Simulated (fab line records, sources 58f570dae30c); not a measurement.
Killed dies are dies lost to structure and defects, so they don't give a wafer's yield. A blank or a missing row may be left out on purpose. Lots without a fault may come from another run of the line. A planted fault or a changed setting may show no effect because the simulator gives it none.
Which tool did it? | flow berkeley_cmos170 | 14 lots, 42 wafers sampled, at 2 steps of a route of 331

WHAT THE GAUGES READ, wafer by wafer
UCB170_GATE_THK_MEAS_02. Usual: GATE_OXIDE_THK 6.53 nm, standard deviation 0.12.
lot  | measured     | on            | GATE_OXIDE_THK (nm)                 | flag
L566 | day 7 01:04  | film_metro-02 | 6.75 6.78 6.71                      |
L567 | day 7 01:03  | film_metro-01 | 6.56 6.50 6.41                      |
L568 | day 7 01:07  | film_metro-01 | 6.60 6.62 6.57                      |
L570 | day 7 17:52  | film_metro-01 | 6.48 6.51 6.50                      |
L573 | day 8 18:15  | film_metro-01 | 10.36 10.15 10.30 10.33 10.20 10.28 | OFF
L574 | day 8 13:44  | film_metro-01 | 6.65 6.75 6.57                      |
L576 | day 8 23:44  | film_metro-01 | 10.55 10.74 10.53 10.53 10.79 10.56 | OFF
L581 | day 10 13:38 | film_metro-01 | 6.56 6.60 6.72                      |
L582 | day 10 13:33 | film_metro-03 | 6.45 6.42 6.51                      |
L583 | day 10 13:33 | film_metro-01 | 6.48 6.60 6.60                      |
L585 | day 11 13:08 | film_metro-03 | 6.38 6.42 6.42                      |
L586 | day 11 13:08 | film_metro-01 | 6.62 6.66 6.61                      |
L588 | day 11 13:08 | film_metro-02 | 6.58 6.50 6.46                      |
L589 | day 11 23:50 | film_metro-03 | 6.57 6.53 6.50                      |

WHICH TOOL RAN EACH LOT (tool, then ch and the chambers of the sampled wafers, then the start)
lot  | UCB170_GATE_OXIDATION_01
L566 | furnace-04 ch 0, day 6 23:33
L567 | furnace-04 ch 0, day 6 23:33
L568 | furnace-04 ch 0, day 6 23:33
L570 | furnace-04 ch 0, day 7 16:22
L573 | furnace-01 ch 0, day 8 12:13
L574 | furnace-01 ch 0, day 8 12:13
L576 | furnace-04 ch 0, day 8 19:39 and furnace-01 ch 0, day 8 22:14
L581 | furnace-02 ch 0, day 10 12:03
L582 | furnace-02 ch 0, day 10 12:03
L583 | furnace-02 ch 0, day 10 12:03
L585 | furnace-01 ch 0, day 11 11:38
L586 | furnace-01 ch 0, day 11 11:38
L588 | furnace-01 ch 0, day 11 11:38
L589 | furnace-02 ch 0, day 11 22:20
- UCB170_GATE_OXIDATION_01: target thk 6.6 nm, ox time 1800 s.

WHAT THE TOOLS THEMSELVES READ (means of the sampled wafers that have a number; where no wafer has one, the mark that the record gives instead)
UCB170_GATE_OXIDATION_01. Usual: ox_temp_c_max 853.7, standard deviation 1.5; tube_center_temp_C 850 C, standard deviation 0.072.
lot  | tool                  | ox_temp_c_max | tube_center_temp_C (C) | flag
L566 | furnace-04            | 852.9         | 850                    |
L567 | furnace-04            | 852.6         | 850                    |
L568 | furnace-04            | 852.6         | 850                    |
L570 | furnace-04            | 852.5         | 850                    |
L573 | furnace-01            | 856.0         | 850                    |
L574 | furnace-01            | 855.4         | 850                    |
L576 | furnace-04/furnace-01 | 854.5         | 850                    |
L581 | furnace-02            | 853.2         | 850                    |
L582 | furnace-02            | 853.4         | 850                    |
L583 | furnace-02            | 852.4         | 850                    |
L585 | furnace-01            | 855.1         | 850                    |
L586 | furnace-01            | 855.4         | 850                    |
L588 | furnace-01            | 855.5         | 850                    |
L589 | furnace-02            | 852.9         | 850                    |

THE ANSWER, worked out from the rows above alone
Rule: a lot is off if the mean of its wafers that have a number lies more than 3 standard deviations from the usual mean. A lot without any number at a reading at which 4 lots or more have one is off too. The other lots that the step has rows for count as sound. The gauges are gone through in route order, then the tools' own readings, and for those a lot's mean is taken as printed above. The first step at which some lot is off is used, and at that step the reading that is off furthest; a lot without a number counts as furthest.
Off: L573, L576, at UCB170_GATE_THK_MEAS_02 (GATE_OXIDE_THK).
A tool fits if, at a process step before that reading, it ran every lot that is off, and no sound lot after the first of them. The gauges at UCB170_GATE_THK_MEAS_02 are tried like those tools. None of those tried fits.

WHAT THE SIMULATOR HAD PUT IN
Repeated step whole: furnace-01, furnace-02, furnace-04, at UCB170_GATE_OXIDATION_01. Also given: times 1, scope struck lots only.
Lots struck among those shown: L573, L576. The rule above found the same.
